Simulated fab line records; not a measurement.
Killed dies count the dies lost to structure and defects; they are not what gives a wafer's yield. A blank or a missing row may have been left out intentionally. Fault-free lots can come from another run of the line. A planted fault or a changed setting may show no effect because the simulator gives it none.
Shared-tool check / flow berkeley cmos170 / Lots sampled 14, wafers sampled 42

== REASON FOR OPENING ==
At UCB170_PLDD_TW_MEAS_11 the reading PLDD_TW is flagged on 2 of 14 lots. Wafers without a fault read 1009, standard deviation 8.4.
Rule: a lot is flagged when every wafer of it that has a number lies more than 4 standard deviations from that mean, or none has a number. The other lots count as sound.

lot=L262; measured=day 7 07:08; on=film metro-01; PLDD_TW, wafer by wafer=1017 1011 1016; flag=
lot=L264; measured=day 8 11:11; on=film metro-03; PLDD_TW, wafer by wafer=1000 997 994; flag=
lot=L265; measured=day 8 11:25; on=film metro-02; PLDD_TW, wafer by wafer=1018 1017 1017; flag=
lot=L266; measured=day 8 11:33; on=film metro-01; PLDD_TW, wafer by wafer=1021 1007 1015; flag=
lot=L263; measured=day 8 11:53; on=film metro-02; PLDD_TW, wafer by wafer=865 865 869; flag=FLAGGED
lot=L269; measured=day 8 21:28; on=film metro-03; PLDD_TW, wafer by wafer=852 853 845; flag=FLAGGED
lot=L275; measured=day 9 21:53; on=film metro-01; PLDD_TW, wafer by wafer=1008 1010 1008; flag=
lot=L277; measured=day 10 12:31; on=film metro-01; PLDD_TW, wafer by wafer=1010 1007 1013; flag=
lot=L278; measured=day 11 04:31; on=film metro-01; PLDD_TW, wafer by wafer=1016 1011 1010; flag=
lot=L282; measured=day 11 06:46; on=film metro-03; PLDD_TW, wafer by wafer=990 1000 1001; flag=
lot=L281; measured=day 11 07:04; on=film metro-02; PLDD_TW, wafer by wafer=1018 1016 1016; flag=
lot=L280; measured=day 12 04:56; on=film metro-01; PLDD_TW, wafer by wafer=1010 1016 1012; flag=
lot=L283; measured=day 12 05:29; on=film metro-03; PLDD_TW, wafer by wafer=998 999 993; flag=
lot=L284; measured=day 12 11:28; on=film metro-02; PLDD_TW, wafer by wafer=1014 1007 1016; flag=
The mean of the flagged lots' numbers is 858, -151 from the usual (-18 standard deviations).

== WHICH TOOL EACH LOT WENT THROUGH ==
2 process steps preceding the reading are held in the record, out of 331 steps in the route. In each cell: the tool, then ch and the chambers that the sampled wafers went through, then the start.
lot=L262; flag=; UCB170_GATE_ETCH_15=rie si-02 ch 0,2,3, day 7 04:51; UCB170_PLDD_IMPLANT_09=implanter-04 ch 0, day 7 06:55
lot=L264; flag=; UCB170_GATE_ETCH_15=rie si-01 ch 0,1,2, day 8 07:37; UCB170_PLDD_IMPLANT_09=implanter-03 ch 0, day 8 10:58
lot=L265; flag=; UCB170_GATE_ETCH_15=rie si-02 ch 0,1, day 8 07:44; UCB170_PLDD_IMPLANT_09=implanter-04 ch 0, day 8 11:10
lot=L266; flag=; UCB170_GATE_ETCH_15=rie si-01 ch 1,2,3, day 8 07:59; UCB170_PLDD_IMPLANT_09=implanter-02 ch 0, day 8 11:20
lot=L263; flag=FLAGGED; UCB170_GATE_ETCH_15=rie si-01 ch 0,1,3, day 8 08:28; UCB170_PLDD_IMPLANT_09=implanter-04 ch 0, day 8 11:38
lot=L269; flag=FLAGGED; UCB170_GATE_ETCH_15=rie si-02 ch 1,2,3, day 8 19:32; UCB170_PLDD_IMPLANT_09=implanter-04 ch 0, day 8 21:14
lot=L275; flag=; UCB170_GATE_ETCH_15=rie si-02 ch 2,3, day 9 18:41; UCB170_PLDD_IMPLANT_09=implanter-03 ch 0, day 9 21:38
lot=L277; flag=; UCB170_GATE_ETCH_15=rie si-02 ch 0,1,3, day 10 10:20; UCB170_PLDD_IMPLANT_09=implanter-03 ch 0, day 10 12:16
lot=L278; flag=; UCB170_GATE_ETCH_15=rie si-01 ch 0,1,3, day 10 22:19; UCB170_PLDD_IMPLANT_09=implanter-03 ch 0, day 11 04:16
lot=L282; flag=; UCB170_GATE_ETCH_15=rie si-01 ch 1,2,3, day 11 03:31; UCB170_PLDD_IMPLANT_09=implanter-02 ch 0, day 11 06:31
lot=L281; flag=; UCB170_GATE_ETCH_15=rie si-02 ch 2,3, day 11 04:02; UCB170_PLDD_IMPLANT_09=implanter-03 ch 0, day 11 06:49
lot=L280; flag=; UCB170_GATE_ETCH_15=rie si-01 ch 1,2, day 12 02:34; UCB170_PLDD_IMPLANT_09=implanter-03 ch 0, day 12 04:41
lot=L283; flag=; UCB170_GATE_ETCH_15=rie si-02 ch 0,3, day 12 02:49; UCB170_PLDD_IMPLANT_09=implanter-03 ch 0, day 12 05:16
lot=L284; flag=; UCB170_GATE_ETCH_15=rie si-01 ch 0,2,3, day 12 09:13; UCB170_PLDD_IMPLANT_09=implanter-03 ch 0, day 12 11:13
What these steps do:
- UCB170_GATE_ETCH_15: etches poly-Si in HBr/Cl2, stops on SiO2, time 56.3 s, target depth 278.2 nm.
- UCB170_PLDD_IMPLANT_09
- UCB170_PLDD_TW_MEAS_11

== FLAGGED AGAINST TOTAL, ONE TOOL AT A TIME (gauges that did the reading follow at the end) ==
step=UCB170_GATE_ETCH_15; tool=rie si-01; lots run=7; flagged=1; share of the flagged lots=some; sound lots run after its first flagged lot=4 (L278,L282,L280,L284)
step=UCB170_GATE_ETCH_15; tool=rie si-02; lots run=7; flagged=1; share of the flagged lots=some; sound lots run after its first flagged lot=4 (L275,L277,L281,L283)
step=UCB170_PLDD_IMPLANT_09; tool=implanter-02; lots run=2; flagged=0; share of the flagged lots=none; sound lots run after its first flagged lot=-
step=UCB170_PLDD_IMPLANT_09; tool=implanter-03; lots run=8; flagged=0; share of the flagged lots=none; sound lots run after its first flagged lot=-
step=UCB170_PLDD_IMPLANT_09; tool=implanter-04; lots run=4; flagged=2; share of the flagged lots=all; sound lots run after its first flagged lot=0
step=UCB170_PLDD_TW_MEAS_11; tool=film metro-01; lots run=6; flagged=0; share of the flagged lots=none; sound lots run after its first flagged lot=-
step=UCB170_PLDD_TW_MEAS_11; tool=film metro-02; lots run=4; flagged=1; share of the flagged lots=some; sound lots run after its first flagged lot=2 (L281,L284)
step=UCB170_PLDD_TW_MEAS_11; tool=film metro-03; lots run=4; flagged=1; share of the flagged lots=some; sound lots run after its first flagged lot=2 (L282,L283)

== WHAT IS ALLOWED BY THE TABLE ==
In the table, 1 row covers all flagged lots: implanter-04 at UCB170_PLDD_IMPLANT_09.
- implanter-04 at UCB170_PLDD_IMPLANT_09 ran 4 lots, 2 of them flagged. Last sound lot L265 at day 8 11:10, first flagged lot L263 at day 8 11:38; a fault beginning in between fits. Its own readings lie more than 4 standard deviations out on every wafer of the flagged lots: dose ions cm2, faraday current uA.
implanter-04 at UCB170_PLDD_IMPLANT_09 is the single tool remaining.

== WHAT THE SIMULATOR HAD PUT IN ==
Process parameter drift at UCB170_PLDD_IMPLANT_09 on implanter-04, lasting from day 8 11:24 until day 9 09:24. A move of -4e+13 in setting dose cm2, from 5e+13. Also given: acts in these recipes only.
Shown lots that were struck: L263, L269. This agrees with what the rule above found.
